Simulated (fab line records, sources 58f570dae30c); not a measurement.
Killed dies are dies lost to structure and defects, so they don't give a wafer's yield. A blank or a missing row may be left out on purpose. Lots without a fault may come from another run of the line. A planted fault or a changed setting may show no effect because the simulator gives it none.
Chamber matching | flow berkeley_cmos170 | UCB170_V2_CVD_00 on pecvd-03: 3 sister chambers
The step deposits SiO2 from TEOS/O2, target thk 2000 nm, time 250 s. 6 wafers are shown with their chamber, then 7 later ones without.

WAFERS WITH THEIR CHAMBER
wafer  | chamber | run_length_s (s) | heater_power_w (W)
L167.2 | 0       | 278.0            | 279
L167.5 | 0       | 277.7            | 198
L181.4 | 2       | 277.2            | 287
L181.6 | 1       | 278.0            | 207
L186.1 | 2       | 277.0            | 233
L186.3 | 1       | 277.5            | 216

WAFERS WITHOUT THEIR CHAMBER
wafer  | run_length_s (s) | heater_power_w (W)
L186.6 | 277.6            | 291
L189.1 | 277.6            | 243
L189.2 | 277.1            | 221
L189.3 | 278.5            | 289
L187.1 | 277.6            | 277
L187.2 | 277.5            | 282
L187.3 | 277.5            | 287

WHICH CHAMBER EACH WENT THROUGH
wafer  | from the rows above          | in truth
L186.6 | can't be placed: 0 or 1 or 2 | 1
L189.1 | can't be placed: 1 or 0 or 2 | 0
L189.2 | can't be placed: 2 or 1      | 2
L189.3 | can't be placed: 0 or 1      | 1
L187.1 | can't be placed: 0 or 1 or 2 | 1
L187.2 | can't be placed: 2 or 0 or 1 | 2
L187.3 | can't be placed: 2 or 0 or 1 | 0
Placed correctly: 0 of 7. Can't be placed from these rows: 7 (the true chamber is among the candidates in 7). Placed wrongly: 0.
How it was worked out, from the rows above alone: a wafer's distance from a chamber is the root of the sum, over the readings, of the square of ((its reading less the chamber's mean) divided by the reading's scatter). The wafer belongs to the nearest chamber; if the next one is less than 2 further off, it can't be placed. A chamber's mean is the mean of its shown wafers. The scatter: the root of (the sum of the squares of (reading less its chamber's mean) over the shown wafers, divided by (wafers less chambers)).
